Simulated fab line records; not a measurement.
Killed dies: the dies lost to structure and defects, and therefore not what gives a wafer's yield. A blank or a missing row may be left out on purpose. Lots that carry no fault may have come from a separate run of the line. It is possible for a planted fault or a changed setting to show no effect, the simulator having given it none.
What tool caused it? :: flow berkeley cmos170 :: 30 wafers from 10 lots sampled at 4 of the route's 331 steps

## WHAT THE GAUGES READ, wafer by wafer
UCB170_NVT_TW_MEAS_09. Usual: NVT_TW typically reads 529, with standard deviation 6.9.
lot: L798
measured: day 5 06:41
on: film metro-01
NVT_TW: 525 527 529
flag: 

lot: L799
measured: day 5 06:58
on: film metro-04
NVT_TW: 537 537 538
flag: 

lot: L800
measured: day 5 16:37
on: film metro-01
NVT_TW: 530 528 527
flag: 

lot: L805
measured: day 7 00:08
on: film metro-01
NVT_TW: 525 526 526
flag: 

lot: L807
measured: day 7 07:38
on: film metro-04
NVT_TW: 538 538 537
flag: 

lot: L806
measured: day 7 07:56
on: film metro-04
NVT_TW: 537 535 539
flag: 

lot: L810
measured: day 8 00:11
on: film metro-01
NVT_TW: 524 526 525
flag: 

lot: L811
measured: day 8 12:10
on: film metro-01
NVT_TW: 523 523 523
flag: 

lot: L814
measured: day 8 17:40
on: film metro-04
NVT_TW: 535 536 536
flag: 

lot: L816
measured: day 9 09:19
on: film metro-02
NVT_TW: 514 518 518
flag: 

UCB170_GATE_OVL_MEAS_13. Usual: GATE_OVL typically reads -1 nm, with standard deviation 5.4.
lot: L798
measured: day 5 20:02
on: overlay-01
GATE_OVL (nm): -6 -2 0
flag: 

lot: L799
measured: day 5 20:09
on: overlay-02
GATE_OVL (nm): -6 -6 -11
flag: 

lot: L800
measured: day 6 06:25
on: overlay-02
GATE_OVL (nm): -1 -5 0
flag: 

lot: L805
measured: day 7 18:04
on: overlay-01
GATE_OVL (nm): 309 310 312
flag: OFF

lot: L807
measured: day 7 22:10
on: overlay-01
GATE_OVL (nm): 313 312 316
flag: OFF

lot: L806
measured: day 7 22:43
on: overlay-01
GATE_OVL (nm): 316 324 323
flag: OFF

lot: L810
measured: day 8 12:53
on: overlay-02
GATE_OVL (nm): 314 319 319
flag: OFF

lot: L811
measured: day 9 00:25
on: overlay-01
GATE_OVL (nm): 2 4 -2
flag: 

lot: L814
measured: day 9 06:11
on: overlay-02
GATE_OVL (nm): 6 7 8
flag: 

lot: L816
measured: day 9 22:29
on: overlay-02
GATE_OVL (nm): 7 2 1
flag: 

## EACH LOT AND THE TOOL THAT RAN IT (in order: tool; ch and the chambers of the sampled wafers; start)
lot: L798
UCB170_PVT_STRIP_08: plasma asher-02 ch 0,1, day 5 08:43
UCB170_GATE_EXPOSE_09: krf scanner-01 ch 0, day 5 19:32

lot: L799
UCB170_PVT_STRIP_08: plasma asher-02 ch 0,1, day 5 08:57
UCB170_GATE_EXPOSE_09: krf scanner-01 ch 0, day 5 19:37

lot: L800
UCB170_PVT_STRIP_08: plasma asher-03 ch 0,1, day 5 18:12
UCB170_GATE_EXPOSE_09: krf scanner-02 ch 0, day 6 05:55

lot: L805
UCB170_PVT_STRIP_08: plasma asher-02 ch 0,1, day 7 04:42
UCB170_GATE_EXPOSE_09: krf scanner-02 ch 0, day 7 17:35

lot: L807
UCB170_PVT_STRIP_08: plasma asher-03 ch 0,1, day 7 09:30
UCB170_GATE_EXPOSE_09: krf scanner-02 ch 0, day 7 21:40

lot: L806
UCB170_PVT_STRIP_08: plasma asher-02 ch 0,1, day 7 10:26
UCB170_GATE_EXPOSE_09: krf scanner-02 ch 0, day 7 22:14

lot: L810
UCB170_PVT_STRIP_08: plasma asher-02 ch 0,1, day 8 01:42
UCB170_GATE_EXPOSE_09: krf scanner-02 ch 0, day 8 12:22

lot: L811
UCB170_PVT_STRIP_08: plasma asher-04 ch 0,1, day 8 15:01
UCB170_GATE_EXPOSE_09: krf scanner-01 ch 0, day 8 23:53

lot: L814
UCB170_PVT_STRIP_08: plasma asher-04 ch 0,1, day 8 19:34
UCB170_GATE_EXPOSE_09: krf scanner-01 ch 0, day 9 05:33

lot: L816
UCB170_PVT_STRIP_08: plasma asher-02 ch 0,1, day 9 11:59
UCB170_GATE_EXPOSE_09: krf scanner-01 ch 0, day 9 22:01
- UCB170_PVT_STRIP_08: strips in O2.
- UCB170_GATE_EXPOSE_09: exposes mask POLY, target cd 350 nm.

## WHAT THE TOOLS THEMSELVES READ (means of the sampled wafers that have a number; where no wafer has one, the mark that the record gives instead)
UCB170_PVT_STRIP_08. Usual: chamber pressure mTorr 3499.6 mTorr, standard deviation 2.9; drypump motor current A 5.6 A, standard deviation 0.48; oes product au 0.735 a.u., standard deviation 0.0048; strip time to endpoint s 21.61 s, standard deviation 0.078.
lot: L798
tool: plasma asher-02
chamber pressure mTorr (mTorr): 3500.5
drypump motor current A (A): 5.7
oes product au (a.u.): 0.733
strip time to endpoint s (s): 21.59
flag: 

lot: L799
tool: plasma asher-02
chamber pressure mTorr (mTorr): 3500.7
drypump motor current A (A): 5.6
oes product au (a.u.): 0.731
strip time to endpoint s (s): 21.78
flag: 

lot: L800
tool: plasma asher-03
chamber pressure mTorr (mTorr): 3500.4
drypump motor current A (A): 5.9
oes product au (a.u.): 0.734
strip time to endpoint s (s): 21.57
flag: 

lot: L805
tool: plasma asher-02
chamber pressure mTorr (mTorr): 3501.8
drypump motor current A (A): 5.4
oes product au (a.u.): 0.734
strip time to endpoint s (s): 21.56
flag: 

lot: L807
tool: plasma asher-03
chamber pressure mTorr (mTorr): 3500.0
drypump motor current A (A): 5.7
oes product au (a.u.): 0.732
strip time to endpoint s (s): 21.71
flag: 

lot: L806
tool: plasma asher-02
chamber pressure mTorr (mTorr): 3499.3
drypump motor current A (A): 5.6
oes product au (a.u.): 0.731
strip time to endpoint s (s): 21.47
flag: 

lot: L810
tool: plasma asher-02
chamber pressure mTorr (mTorr): 3499.9
drypump motor current A (A): 5.4
oes product au (a.u.): 0.741
strip time to endpoint s (s): 21.58
flag: 

lot: L811
tool: plasma asher-04
chamber pressure mTorr (mTorr): 3500.5
drypump motor current A (A): 5.6
oes product au (a.u.): 0.735
strip time to endpoint s (s): 21.55
flag: 

lot: L814
tool: plasma asher-04
chamber pressure mTorr (mTorr): 3500.5
drypump motor current A (A): 5.1
oes product au (a.u.): 0.731
strip time to endpoint s (s): 21.70
flag: 

lot: L816
tool: plasma asher-02
chamber pressure mTorr (mTorr): 3503.8
drypump motor current A (A): 5.6
oes product au (a.u.): 0.733
strip time to endpoint s (s): 21.67
flag: 

## THE ANSWER, worked out from the rows above alone
Rule: take the mean of a lot's wafers that have a number; if it is more than 3 standard deviations from the usual mean, the lot is off. Also off: a lot with no number at a reading for which 4 or more lots have one. Where the step has rows for the other lots, those lots are counted as sound. The gauges are gone through in route order, then the tools' own readings, and for those a lot's mean is taken as printed above. The first step at which some lot is off is used, and at that step the reading that is off furthest; a lot without a number counts as furthest.
Off: L805, L807, L806, L810, seen at UCB170_GATE_OVL_MEAS_13 (GATE_OVL).
A tool fits if, at a process step before that reading, it ran every lot that is off, and no sound lot after the first of them. The gauges at UCB170_GATE_OVL_MEAS_13 are tried like those tools. One candidate fits, namely krf scanner-02 at UCB170_GATE_EXPOSE_09. A fault onset in the window from L800 (day 6 05:55, its last sound lot) to L805 (day 7 17:35, its first lot off) fits.

## WHAT HAD BEEN PUT IN BY THE SIMULATOR
Scanner matching overlay: krf scanner-02, from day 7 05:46 on, at UCB170_GATE_EXPOSE_09. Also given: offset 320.
Lots struck among those shown: L805, L807, L806, L810. The rule above found the same.
